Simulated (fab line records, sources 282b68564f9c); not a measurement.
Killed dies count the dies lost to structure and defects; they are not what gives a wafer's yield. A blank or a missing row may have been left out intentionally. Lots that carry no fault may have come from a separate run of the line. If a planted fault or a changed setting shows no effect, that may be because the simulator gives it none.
Which tool is to blame?	flow rit cmos	15 lots, 45 wafers sampled, at 4 steps of a route of 202

WHAT THE GAUGES SHOWED, per wafer
RIT_PRETRO_TW_MEAS_10.
lot	measured	on	PRETRO_TW
L772	day 2 13:43	film metro-02	470.9 470.4 474.3
L773	day 2 18:11	film metro-02	472.9 474.1 472.4
L775	day 3 04:34	film metro-02	470.8 473.1 471.9
L776	day 3 09:45	film metro-02	470.5 470.5 471.0
L777	day 3 13:34	film metro-01	479.5 479.2 479.4
L778	day 3 18:41	film metro-04	591.3 592.2 590.7
L779	day 3 23:13	film metro-02	473.6 473.5 474.6
L783	day 4 20:10	film metro-01	593.9 589.5 591.2
L787	day 5 16:14	film metro-02	584.6 584.1 582.8
L788	day 5 20:17	film metro-04	477.6 477.7 477.4
L790	day 6 06:10	film metro-01	476.9 474.5 474.6
L791	day 6 11:46	film metro-02	475.8 473.5 475.2
L792	day 6 16:30	film metro-02	473.7 474.0 470.9
L793	day 6 21:50	film metro-02	477.6 475.5 471.3
L794	day 7 02:17	film metro-04	473.0 474.2 474.2

RIT_SDANNEAL_RS_MEAS_04: a four-point-probe measurement.
lot	measured	on	PSD_RS (ohm/sq)
L772	day 3 07:46	film metro-03	115.94 115.51 115.80
L773	day 3 11:41	film metro-03	115.65 115.90 115.41
L775	day 3 22:29	film metro-01	115.64 115.87 115.67
L776	day 4 02:59	film metro-04	116.14 115.39 116.08
L777	day 4 07:46	film metro-04	115.69 116.31 115.88
L778	day 4 12:54	film metro-01	116.04 116.30 115.98
L779	day 4 18:04	film metro-03	116.07 116.15 115.81
L787	day 6 09:19	film metro-04	115.68 115.71 115.97
L788	day 6 14:32	film metro-03	116.09 116.16 115.77
L790	day 7 00:49	film metro-03	116.09 115.38 115.91
L791	day 7 05:59	film metro-03	116.04 115.93 115.89
L792	day 7 09:47	film metro-03	115.99 115.81 115.72
L793	day 7 15:29	film metro-04	115.73 115.74 115.52
L794	day 7 20:39	film metro-03	115.93 116.18 115.85

EACH LOT AND THE TOOL THAT RAN IT (in order: tool; ch and the chambers of the sampled wafers; start)
lot	RIT_PRETRO_IMPLANT_08	RIT_GATE_STRIP_20
L772	implanter-01 ch 0, day 2 13:25	plasma asher-02 ch 0,1, day 2 19:02
L773	implanter-03 ch 0, day 2 17:52	plasma asher-03 ch 0, day 2 23:20
L775	implanter-04 ch 0, day 3 04:14	plasma asher-02 ch 0,1, day 3 10:08
L776	implanter-01 ch 0, day 3 09:17	plasma asher-02 ch 0,1, day 3 14:40
L777	implanter-01 ch 0, day 3 13:15	plasma asher-02 ch 0,1, day 3 19:19
L778	implanter-03 ch 0, day 3 18:02	plasma asher-01 ch 0,1, day 3 23:44
L779	implanter-03 ch 0, day 3 22:54	plasma asher-02 ch 0,1, day 4 05:55
L783	implanter-01 ch 0, day 4 19:33	-
L787	implanter-01 ch 0, day 5 15:37	plasma asher-02 ch 0, day 5 21:16
L788	implanter-01 ch 0, day 5 19:58	plasma asher-03 ch 0,1, day 6 01:32
L790	implanter-04 ch 0, day 6 05:50	plasma asher-01 ch 0,1, day 6 12:09
L791	implanter-04 ch 0, day 6 11:27	plasma asher-02 ch 0,1, day 6 17:34
L792	implanter-03 ch 0, day 6 16:11	plasma asher-02 ch 0,1, day 6 21:28
L793	implanter-01 ch 0, day 6 21:30	plasma asher-02 ch 0,1, day 7 02:43
L794	implanter-01 ch 0, day 7 01:58	plasma asher-03 ch 0,1, day 7 07:36
- RIT_PRETRO_IMPLANT_08
- RIT_GATE_STRIP_20: strips in O2, time 180 s.

WHAT THE TOOLS THEMSELVES READ (means of the sampled wafers that have a number; where no wafer has one, the mark that the record gives instead)
RIT_PRETRO_IMPLANT_08.
lot	tool	faraday current uA
L772	implanter-01	38.2
L773	implanter-03	37.8
L775	implanter-04	37.9
L776	implanter-01	38.5
L777	implanter-01	39.0
L778	implanter-03	37.5
L779	implanter-03	37.8
L783	implanter-01	38.5
L787	implanter-01	37.8
L788	implanter-01	38.8
L790	implanter-04	37.4
L791	implanter-04	38.4
L792	implanter-03	37.7
L793	implanter-01	38.0
L794	implanter-01	37.4

RIT_GATE_STRIP_20.
lot	tool	chamber pressure mTorr (mTorr)	drypump motor current A (A)
L772	plasma asher-02	3998	5.7
L773	plasma asher-03	4003	5.4
L775	plasma asher-02	3994	5.7
L776	plasma asher-02	4001	5.7
L777	plasma asher-02	4000	5.9
L778	plasma asher-01	4000	6.0
L779	plasma asher-02	4000	5.7
L787	plasma asher-02	4002	6.1
L788	plasma asher-03	4001	5.2
L790	plasma asher-01	4002	5.7
L791	plasma asher-02	3998	5.9
L792	plasma asher-02	4006	5.9
L793	plasma asher-02	3999	5.9
L794	plasma asher-03	4001	5.3

THE ANSWER, worked out from the rows above alone
Rule: the usual values come from the lots themselves. The widest of any qualifying gaps counts: lots, ordered by their means at a reading, are off when they make up no more than a third of the lots, leave a main group of 4 or more, and stand apart from it by 3 or more times the standard deviation of that group's means. A main group whose means are all the same, to the digits that the tables above print for the reading, isn't used. A lot without any number at a reading at which 4 lots or more have one is off too. The other lots that the step has rows for count as sound. First the gauges in route order, then the tools' own readings, where a lot's mean is used as printed above. At the first step where some lot is off, the reading lying furthest off is the one used; lots without a number count as furthest.
Off: L778, L783, L787, at RIT_PRETRO_TW_MEAS_10 (PRETRO_TW). The main group: mean 474.2, standard deviation 2.4.
If a tool, at a process step before that reading, ran all the lots that are off and no sound lot after the first of them, it fits. Gauges at RIT_PRETRO_TW_MEAS_10: tried the same way as those tools. No candidate that was tried fits.

WHAT THE SIMULATOR HAD INSERTED
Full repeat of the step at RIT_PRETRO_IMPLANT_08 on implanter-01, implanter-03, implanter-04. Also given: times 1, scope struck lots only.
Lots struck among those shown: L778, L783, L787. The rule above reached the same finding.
